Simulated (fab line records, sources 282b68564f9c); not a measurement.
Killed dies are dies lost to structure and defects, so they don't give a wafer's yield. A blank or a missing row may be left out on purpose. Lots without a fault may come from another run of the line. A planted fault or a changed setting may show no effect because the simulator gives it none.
Problem report in the 8D (eight disciplines) form, filled by code | flow rit_cmos | the parts of the form that need people (team, actions taken, sign-off) are left out

1. THE PROBLEM
run_length_s at RIT_PLDD_STRIP_09 reads a mean of 72.2 s on 3 wafers of 1 lot; wafers without a fault read 208.3 s with a standard deviation of 0.43. That is -99 or more standard deviations from the usual mean.
The step: strips in O2, time 180 s.
First seen on wafer L627.4, day 6 11:53, on plasma_asher-02. The record holds 39 wafers of 13 lots with a number at this step. Rule for "out", or "out of limits": more than 4 standard deviations from the usual mean. The other wafers with a number count as sound.

2. WHAT IT IS AND WHAT IT IS NOT
question                    | is                     | is not
which readings at this step | run_length_s           | drypump_motor_current_A
which lots                  | L627                   | L615, L616, L617, L618, L620, L623, L624, L628, L632, L633, L636, L637
which wafers of those lots  | all that have a number | -
read on which tools         | plasma_asher-02        | plasma_asher-03, plasma_asher-04
when                        | from day 6 11:53       | up to then (21 sound wafers); but 15 sound wafers of L628, L632, L633, L636, L637 came after

3. SUSPECTS, AND WHAT RULES EACH OUT
Counting: a tool at a process step up to the reading stays a suspect if it ran every lot that is out and no sound lot after the first of them.
- plasma_asher-02 at RIT_PLDD_STRIP_09 (strips in O2, time 180 s): kept. It ran the lot that is out, L627 (day 6 11:53), and no sound lot after that; its last sound lot up to then is L623 (day 5 01:15). Its own readings are out on those wafers: run_length_s.
Left after counting: plasma_asher-02 at RIT_PLDD_STRIP_09.

4. THE CAUSE (what the simulator had put in)
Strip aborted: plasma_asher-02, from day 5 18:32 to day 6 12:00, at RIT_PLDD_STRIP_09. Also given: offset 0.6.
Counting left only this tool.

5. THE CHAIN OF EFFECTS, in route order
Each row: a reading whose mean over the struck wafers that have a number lies more than 3 standard deviations from the usual. Only readings for which the record gives a usual standard deviation are gone through. hours: the time from each lot's start at the first step in this table that gives one to its start at this step, as a median over the lots. sigmas: the change in usual standard deviations.
hours | step              | reading             | usual   | on struck wafers | change | sigmas
0     | RIT_PLDD_STRIP_09 | run_length_s        | 208.3 s | 72.2             | -136.1 | -99 or more
15    | RIT_M1_PROBE_99   | killed_at_front_end | 6.6     | 264.0            | +257.4 | +89
15    | RIT_M1_PROBE_99   | killed_dies         | 6.7     | 264.0            | +257.3 | +86
15    | RIT_M1_PROBE_99   | killed_on_rim       | 1.7     | 70.0             | +68.3  | +49
The process steps in it:
- RIT_PLDD_STRIP_09: strips in O2, time 180 s.
- RIT_M1_PROBE_99

6. WHAT WOULD HAVE CAUGHT IT SOONER
In this record the first reading out of limits was taken at day 6 11:53, 17 hours after the fault began at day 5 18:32.
